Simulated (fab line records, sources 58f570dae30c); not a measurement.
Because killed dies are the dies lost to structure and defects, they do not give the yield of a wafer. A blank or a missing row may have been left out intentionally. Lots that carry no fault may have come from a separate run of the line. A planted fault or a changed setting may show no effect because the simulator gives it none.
The tool behind it: which one? :: flow berkeley-cmos170 :: 14 lots, 42 wafers sampled, at 5 steps of a route of 331

WHAT EACH GAUGE READ, for each wafer
UCB170_PLDD_TW_MEAS_11.
lot: L275
measured: day 7 04:44
on: film-metro-03
PLDD_TW: 1017 1020 1023

lot: L274
measured: day 7 04:59
on: film-metro-02
PLDD_TW: 994 987 987

lot: L277
measured: day 8 05:58
on: film-metro-03
PLDD_TW: 1020 1021 1024

lot: L276
measured: day 8 06:00
on: film-metro-02
PLDD_TW: 995 999 1002

lot: L278
measured: day 8 06:13
on: film-metro-01
PLDD_TW: 1032 1024 1026

lot: L279
measured: day 8 16:26
on: film-metro-02
PLDD_TW: 1004 999 995

lot: L280
measured: day 8 15:52
on: film-metro-02
PLDD_TW: 1002 1006 1001

lot: L281
measured: day 8 16:07
on: film-metro-02
PLDD_TW: 998 1002 1002

lot: L282
measured: day 9 22:18
on: film-metro-02
PLDD_TW: 994 996 993

lot: L287
measured: day 10 14:28
on: film-metro-03
PLDD_TW: 1021 1023 1027

lot: L290
measured: day 11 11:10
on: film-metro-01
PLDD_TW: 1025 1023 1026

lot: L295
measured: day 12 17:51
on: film-metro-01
PLDD_TW: 1034 1036 1032

lot: L297
measured: day 13 03:10
on: film-metro-01
PLDD_TW: 1026 1026 1037

lot: L292
measured: day 13 03:12
on: film-metro-02
PLDD_TW: 1002 993 992

UCB170_NLDD_CD_MEAS_06 targets a cd of 1200 nm.
lot: L275
measured: day 7 05:56
on: cd-sem-01
cd-nm (nm): 1201.4 1201.7 1201.3

lot: L274
measured: day 7 06:16
on: cd-sem-01
cd-nm (nm): 1203.6 1202.0 1203.9

lot: L277
measured: day 8 07:11
on: cd-sem-02
cd-nm (nm): 1198.6 1199.7 1200.3

lot: L276
measured: day 8 07:16
on: cd-sem-01
cd-nm (nm): 1199.7 1199.0 1199.9

lot: L278
measured: day 8 07:23
on: cd-sem-02
cd-nm (nm): 1199.9 1201.1 1200.6

lot: L279
measured: day 8 17:58
on: cd-sem-02
cd-nm (nm): 1201.8 1200.7 1200.8

lot: L280
measured: day 8 17:25
on: cd-sem-02
cd-nm (nm): 1202.3 1203.5 1203.2

lot: L281
measured: day 8 17:31
on: cd-sem-01
cd-nm (nm): 1198.3 1199.0 1199.2

lot: L282
measured: day 10 00:10
on: cd-sem-01
cd-nm (nm): 1198.0 1197.9 1198.1

lot: L287
measured: day 10 15:40
on: cd-sem-02
cd-nm (nm): 1200.1 1199.3 1199.2

lot: L290
measured: day 11 12:55
on: cd-sem-01
cd-nm (nm): 1128.6 1127.4 1127.9

lot: L295
measured: day 12 18:57
on: cd-sem-02
cd-nm (nm): 1200.4 1199.4 1200.3

lot: L297
measured: day 13 06:03
on: cd-sem-01
cd-nm (nm): 1200.6 1200.0 1200.7

lot: L292
measured: day 13 06:11
on: cd-sem-01
cd-nm (nm): 1148.5 1145.5 1147.0

WHICH TOOL RAN EACH LOT (tool, then ch and the chambers of the sampled wafers, then the start)
lot: L275
UCB170_PVT_STRIP_08: plasma-asher-03 ch 0,1, day 6 16:19
UCB170_GATE_STRIP_16: plasma-asher-02 ch 0, day 7 02:41
UCB170_NLDD_EXPOSE_03: krf-scanner-01 ch 0, day 7 05:32

lot: L274
UCB170_PVT_STRIP_08: plasma-asher-04 ch 0,1, day 6 17:06
UCB170_GATE_STRIP_16: plasma-asher-01 ch 0,1, day 7 02:49
UCB170_NLDD_EXPOSE_03: krf-scanner-01 ch 0, day 7 05:52

lot: L277
UCB170_PVT_STRIP_08: plasma-asher-03 ch 0,1, day 7 01:38
UCB170_GATE_STRIP_16: plasma-asher-04 ch 0,1, day 8 02:52
UCB170_NLDD_EXPOSE_03: krf-scanner-02 ch 0, day 8 06:48

lot: L276
UCB170_PVT_STRIP_08: plasma-asher-02 ch 0,1, day 7 01:58
UCB170_GATE_STRIP_16: plasma-asher-02 ch 1, day 8 02:56
UCB170_NLDD_EXPOSE_03: krf-scanner-02 ch 0, day 8 06:53

lot: L278
UCB170_PVT_STRIP_08: plasma-asher-03 ch 0,1, day 7 02:14
UCB170_GATE_STRIP_16: plasma-asher-01 ch 0,1, day 8 02:35
UCB170_NLDD_EXPOSE_03: krf-scanner-02 ch 0, day 8 06:59

lot: L279
UCB170_PVT_STRIP_08: plasma-asher-03 ch 0,1, day 7 20:22
UCB170_GATE_STRIP_16: plasma-asher-02 ch 0,1, day 8 14:08
UCB170_NLDD_EXPOSE_03: krf-scanner-02 ch 0, day 8 17:35

lot: L280
UCB170_PVT_STRIP_08: plasma-asher-04 ch 0,1, day 7 20:38
UCB170_GATE_STRIP_16: plasma-asher-04 ch 0,1, day 8 13:52
UCB170_NLDD_EXPOSE_03: krf-scanner-02 ch 0, day 8 16:48

lot: L281
UCB170_PVT_STRIP_08: plasma-asher-03 ch 0,1, day 7 20:42
UCB170_GATE_STRIP_16: plasma-asher-01 ch 0,1, day 8 14:04
UCB170_NLDD_EXPOSE_03: krf-scanner-02 ch 0, day 8 16:57

lot: L282
UCB170_PVT_STRIP_08: plasma-asher-04 ch 0, day 9 02:55
UCB170_GATE_STRIP_16: plasma-asher-02 ch 0,1, day 9 20:06
UCB170_NLDD_EXPOSE_03: krf-scanner-02 ch 0, day 9 23:04

lot: L287
UCB170_PVT_STRIP_08: plasma-asher-03 ch 0,1, day 9 17:15
UCB170_GATE_STRIP_16: plasma-asher-04 ch 0,1, day 10 12:40
UCB170_NLDD_EXPOSE_03: krf-scanner-01 ch 0, day 10 15:17

lot: L290
UCB170_PVT_STRIP_08: plasma-asher-03 ch 0,1, day 10 08:46
UCB170_GATE_STRIP_16: plasma-asher-02 ch 0,1, day 11 09:06
UCB170_NLDD_EXPOSE_03: krf-scanner-02 ch 0, day 11 12:19

lot: L295
UCB170_PVT_STRIP_08: plasma-asher-02 ch 0,1, day 12 00:49
UCB170_GATE_STRIP_16: plasma-asher-02 ch 0,1, day 12 15:30
UCB170_NLDD_EXPOSE_03: krf-scanner-01 ch 0, day 12 18:34

lot: L297
UCB170_PVT_STRIP_08: plasma-asher-04 ch 0,1, day 12 05:04
UCB170_GATE_STRIP_16: plasma-asher-01 ch 0,1, day 12 22:44
UCB170_NLDD_EXPOSE_03: krf-scanner-01 ch 0, day 13 04:57

lot: L292
UCB170_PVT_STRIP_08: plasma-asher-02 ch 0,1, day 12 05:18
UCB170_GATE_STRIP_16: plasma-asher-04 ch 1, day 12 22:58
UCB170_NLDD_EXPOSE_03: krf-scanner-02 ch 0, day 13 05:13
- UCB170_PVT_STRIP_08: strips in O2.
- UCB170_GATE_STRIP_16: strips in O2.
- UCB170_NLDD_EXPOSE_03: exposes mask NSELECT, target cd 1200 nm.

AS READ BY THE TOOLS THEMSELVES (means over the sampled wafers that have a number; for cases with no such wafer, the mark the record gives instead)
UCB170_PVT_STRIP_08.
lot: L275
tool: plasma-asher-03
drypump-motor-current-A (A): 5.7
oes-product-au (a.u.): 0.739
strip-time-to-endpoint-s (s): 21.69

lot: L274
tool: plasma-asher-04
drypump-motor-current-A (A): 5.5
oes-product-au (a.u.): 0.739
strip-time-to-endpoint-s (s): 21.60

lot: L277
tool: plasma-asher-03
drypump-motor-current-A (A): 5.7
oes-product-au (a.u.): 0.736
strip-time-to-endpoint-s (s): 21.72

lot: L276
tool: plasma-asher-02
drypump-motor-current-A (A): 5.5
oes-product-au (a.u.): 0.730
strip-time-to-endpoint-s (s): 21.68

lot: L278
tool: plasma-asher-03
drypump-motor-current-A (A): 5.8
oes-product-au (a.u.): 0.740
strip-time-to-endpoint-s (s): 21.57

lot: L279
tool: plasma-asher-03
drypump-motor-current-A (A): 5.9
oes-product-au (a.u.): 0.731
strip-time-to-endpoint-s (s): 21.67

lot: L280
tool: plasma-asher-04
drypump-motor-current-A (A): 5.5
oes-product-au (a.u.): 0.740
strip-time-to-endpoint-s (s): 21.62

lot: L281
tool: plasma-asher-03
drypump-motor-current-A (A): 5.8
oes-product-au (a.u.): 0.732
strip-time-to-endpoint-s (s): 21.58

lot: L282
tool: plasma-asher-04
drypump-motor-current-A (A): 5.7
oes-product-au (a.u.): 0.734
strip-time-to-endpoint-s (s): 21.58

lot: L287
tool: plasma-asher-03
drypump-motor-current-A (A): 5.9
oes-product-au (a.u.): 0.737
strip-time-to-endpoint-s (s): 21.67

lot: L290
tool: plasma-asher-03
drypump-motor-current-A (A): 5.7
oes-product-au (a.u.): 0.737
strip-time-to-endpoint-s (s): 21.55

lot: L295
tool: plasma-asher-02
drypump-motor-current-A (A): 5.8
oes-product-au (a.u.): 0.735
strip-time-to-endpoint-s (s): 21.67

lot: L297
tool: plasma-asher-04
drypump-motor-current-A (A): 5.5
oes-product-au (a.u.): 0.736
strip-time-to-endpoint-s (s): 21.63

lot: L292
tool: plasma-asher-02
drypump-motor-current-A (A): 5.8
oes-product-au (a.u.): 0.733
strip-time-to-endpoint-s (s): 21.69

UCB170_GATE_STRIP_16.
lot: L275
tool: plasma-asher-02
drypump-motor-current-A (A): 6.0
oes-product-au (a.u.): 0.724

lot: L274
tool: plasma-asher-01
drypump-motor-current-A (A): 5.9
oes-product-au (a.u.): 0.727

lot: L277
tool: plasma-asher-04
drypump-motor-current-A (A): 5.5
oes-product-au (a.u.): 0.727

lot: L276
tool: plasma-asher-02
drypump-motor-current-A (A): 5.3
oes-product-au (a.u.): 0.718

lot: L278
tool: plasma-asher-01
drypump-motor-current-A (A): 5.9
oes-product-au (a.u.): 0.722

lot: L279
tool: plasma-asher-02
drypump-motor-current-A (A): 5.5
oes-product-au (a.u.): 0.721

lot: L280
tool: plasma-asher-04
drypump-motor-current-A (A): 5.5
oes-product-au (a.u.): 0.721

lot: L281
tool: plasma-asher-01
drypump-motor-current-A (A): 5.8
oes-product-au (a.u.): 0.721

lot: L282
tool: plasma-asher-02
drypump-motor-current-A (A): 5.5
oes-product-au (a.u.): 0.722

lot: L287
tool: plasma-asher-04
drypump-motor-current-A (A): 5.5
oes-product-au (a.u.): 0.724

lot: L290
tool: plasma-asher-02
drypump-motor-current-A (A): 5.5
oes-product-au (a.u.): 0.722

lot: L295
tool: plasma-asher-02
drypump-motor-current-A (A): 5.8
oes-product-au (a.u.): 0.725

lot: L297
tool: plasma-asher-01
drypump-motor-current-A (A): 5.8
oes-product-au (a.u.): 0.724

lot: L292
tool: plasma-asher-04
drypump-motor-current-A (A): 5.1
oes-product-au (a.u.): 0.722

UCB170_NLDD_EXPOSE_03.
lot: L275
tool: krf-scanner-01
exposure-dose-mJ-cm2: 30.058
reticle-temp-C (C): 23.03

lot: L274
tool: krf-scanner-01
exposure-dose-mJ-cm2: 30.031
reticle-temp-C (C): 23.04

lot: L277
tool: krf-scanner-02
exposure-dose-mJ-cm2: 29.988
reticle-temp-C (C): 23.07

lot: L276
tool: krf-scanner-02
exposure-dose-mJ-cm2: 30.019
reticle-temp-C (C): 23.08

lot: L278
tool: krf-scanner-02
exposure-dose-mJ-cm2: 29.983
reticle-temp-C (C): 22.95

lot: L279
tool: krf-scanner-02
exposure-dose-mJ-cm2: 30.003
reticle-temp-C (C): 22.97

lot: L280
tool: krf-scanner-02
exposure-dose-mJ-cm2: 30.008
reticle-temp-C (C): 22.98

lot: L281
tool: krf-scanner-02
exposure-dose-mJ-cm2: 29.990
reticle-temp-C (C): 22.95

lot: L282
tool: krf-scanner-02
exposure-dose-mJ-cm2: 30.008
reticle-temp-C (C): 22.96

lot: L287
tool: krf-scanner-01
exposure-dose-mJ-cm2: 30.011
reticle-temp-C (C): 22.97

lot: L290
tool: krf-scanner-02
exposure-dose-mJ-cm2: 20.017
reticle-temp-C (C): 23.05

lot: L295
tool: krf-scanner-01
exposure-dose-mJ-cm2: 30.015
reticle-temp-C (C): 23.04

lot: L297
tool: krf-scanner-01
exposure-dose-mJ-cm2: 29.999
reticle-temp-C (C): 22.94

lot: L292
tool: krf-scanner-02
exposure-dose-mJ-cm2: 22.012
reticle-temp-C (C): 23.09

THE ANSWER, worked out from the rows above alone
Rule: the lots themselves supply what counts as usual. The widest of any qualifying gaps counts: lots, ordered by their means at a reading, are off when they make up no more than a third of the lots, leave a main group of 4 or more, and stand apart from it by 3 or more times the standard deviation of that group's means. A main group whose means are all the same, to the digits that the tables above print for the reading, isn't used. Also off: a lot with no number at a reading for which 4 or more lots have one. Any other lot the step has rows for is counted as sound. First the gauges in route order, then the tools' own readings, where a lot's mean is used as printed above. The first step at which some lot is off is used, and at that step the reading that is off furthest; a lot without a number counts as furthest.
Off, at UCB170_NLDD_CD_MEAS_06 on cd-nm: L290, L292. The main group has a mean of 1200.4 nm with a standard deviation of 1.5.
A tool fits if, at a process step before that reading, it ran every lot that is off, and no sound lot after the first of them. The gauges at UCB170_NLDD_CD_MEAS_06 aren't tried: what is off there is off at UCB170_NLDD_EXPOSE_03 too, on other tools, and a gauge's error can't cause that. One fits: krf-scanner-02 at UCB170_NLDD_EXPOSE_03. A fault onset in the window from L282 (day 9 23:04, its last sound lot) to L290 (day 11 12:19, its first lot off) fits.
The tool's own readings at UCB170_NLDD_EXPOSE_03 bear it out: on the lots that are off they differ by more than 5 times the standard deviation of the sound lots' means. exposure-dose-mJ-cm2 reads 21.014 there against 30.009 on the sound lots.

WHAT WAS PUT IN BY THE SIMULATOR
Process parameters drifting: krf-scanner-02 at UCB170_NLDD_EXPOSE_03, beginning at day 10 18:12. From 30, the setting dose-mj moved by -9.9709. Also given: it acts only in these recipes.
Shown lots that were struck: L290, L292. The rule given above showed the same thing.
